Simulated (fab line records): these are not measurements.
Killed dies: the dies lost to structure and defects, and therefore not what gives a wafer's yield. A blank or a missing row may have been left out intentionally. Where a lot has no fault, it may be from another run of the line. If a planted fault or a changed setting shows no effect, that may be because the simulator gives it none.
Commonality check across tools    flow berkeley cmos170    Sampled: 14 lots, 42 wafers

== WHY THIS WAS OPENED ==
UCB170_PSD_TW_MEAS_10, reading PSD_TW: flagged on 2 of 14 lots. Wafers without a fault read 2313, standard deviation 20.
Rule: flag the lot when none of its wafers has a number, or when each of its wafers that has one lies beyond 4 standard deviations from that mean. The other lots count as sound.

lot   measured      on             PSD_TW, wafer by wafer  flag
L322  day 7 23:09   film metro-01  2282 2289 2287          
L323  day 7 23:22   film metro-04  2333 2350 2342          
L325  day 8 08:58   film metro-04  2332 2335 2325          
L324  day 8 09:02   film metro-02  2297 2319 2315          
L326  day 8 17:07   film metro-01  2285 2298 2300          
L327  day 8 17:21   film metro-01  2304 2301 2298          
L331  day 9 18:43   film metro-04  2319 2317 2314          
L330  day 9 18:57   film metro-02  2306 2327 2313          
L335  day 10 23:12  film metro-01  1902 1901 1899          FLAGGED
L338  day 11 10:56  film metro-04  2324 2339 2340          
L337  day 11 11:07  film metro-01  2292 2306 2296          
L339  day 11 11:25  film metro-04  1923 1931 1927          FLAGGED
L342  day 12 15:32  film metro-04  2341 2357 2355          
L343  day 13 00:00  film metro-04  2326 2317 2326          
On average the flagged lots' numbers are 1914, which is -399 against the usual, or -20 standard deviations.

== LOT BY LOT: THE TOOL USED ==
2 process steps preceding the reading are held in the record, out of 331 steps in the route. Every cell lists first the tool, next ch and the chambers used by the sampled wafers, and last the start.
lot   flag     UCB170_PSD_IMPLANT_08            UCB170_PSD_STRIP_09
L322           implanter-03 ch 0, day 7 22:55   plasma asher-02 ch 0,1, day 7 23:02
L323           implanter-04 ch 0, day 7 23:09   plasma asher-03 ch 0,1, day 7 23:17
L325           implanter-04 ch 0, day 8 08:43   plasma asher-01 ch 0,1, day 8 08:52
L324           implanter-01 ch 0, day 8 08:47   plasma asher-03 ch 0,1, day 8 08:56
L326           implanter-01 ch 0, day 8 16:51   plasma asher-01 ch 0,1, day 8 17:00
L327           implanter-03 ch 0, day 8 17:07   plasma asher-03 ch 0,1, day 8 17:14
L331           implanter-03 ch 0, day 9 18:28   plasma asher-03 ch 0,1, day 9 18:37
L330           implanter-04 ch 0, day 9 18:42   plasma asher-02 ch 0,1, day 9 18:51
L335  FLAGGED  implanter-01 ch 0, day 10 23:00  plasma asher-01 ch 0,1, day 10 23:06
L338           implanter-04 ch 0, day 11 10:43  plasma asher-01 ch 0,1, day 11 10:50
L337           implanter-03 ch 0, day 11 10:52  plasma asher-03 ch 0,1, day 11 11:01
L339  FLAGGED  implanter-01 ch 0, day 11 11:10  plasma asher-01 ch 0,1, day 11 11:18
L342           implanter-04 ch 0, day 12 15:17  plasma asher-03 ch 0,1, day 12 15:26
L343           implanter-03 ch 0, day 12 23:47  plasma asher-01 ch 0,1, day 12 23:55
What is done by these steps:
- UCB170_PSD_IMPLANT_08
- UCB170_PSD_STRIP_09: strips in O2.
- UCB170_PSD_TW_MEAS_10

== FLAGGED AGAINST TOTAL, ONE TOOL AT A TIME (gauges that did the reading follow at the end) ==
step                   tool             lots run  flagged  share of the flagged lots  sound lots run after its first flagged lot
UCB170_PSD_IMPLANT_08  implanter-01     4         2        all                        0
UCB170_PSD_IMPLANT_08  implanter-03     5         0        none                       -
UCB170_PSD_IMPLANT_08  implanter-04     5         0        none                       -
UCB170_PSD_STRIP_09    plasma asher-01  6         2        all                        2 (L338,L343)
UCB170_PSD_STRIP_09    plasma asher-02  2         0        none                       -
UCB170_PSD_STRIP_09    plasma asher-03  6         0        none                       -
UCB170_PSD_TW_MEAS_10  film metro-01    5         1        some                       1 (L337)
UCB170_PSD_TW_MEAS_10  film metro-02    2         0        none                       -
UCB170_PSD_TW_MEAS_10  film metro-04    7         1        some                       2 (L342,L343)

== THE TABLE: WHAT IT ALLOWS ==
Every flagged lot went through 2 rows of the table: implanter-01 at UCB170_PSD_IMPLANT_08 and plasma asher-01 at UCB170_PSD_STRIP_09.
- implanter-01 at UCB170_PSD_IMPLANT_08 ran 4 lots, 2 of them flagged. Its last sound lot is L326 (day 8 16:51), its first flagged lot L335 (day 10 23:00): a fault that began between those two fits. Its own readings (dose ions cm2, end station pressure torr, faraday current uA) fall more than 4 standard deviations out on all wafers of the flagged lots.
- plasma asher-01 at UCB170_PSD_STRIP_09 ran 6 lots, 2 of them flagged. Sound lots followed the first flagged one (L338, L343) on it, something a lasting fault affecting the whole tool could not allow. Its own readings (oes product au, strip time to endpoint s) fall more than 4 standard deviations out on all wafers of the flagged lots.
implanter-01 at UCB170_PSD_IMPLANT_08 is the single tool remaining.

== WHAT THE SIMULATOR HAD PUT IN ==
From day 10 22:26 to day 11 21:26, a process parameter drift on implanter-01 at UCB170_PSD_IMPLANT_08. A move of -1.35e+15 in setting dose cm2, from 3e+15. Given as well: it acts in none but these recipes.
Struck lots among those shown: L335, L339. Same finding as the rule above.
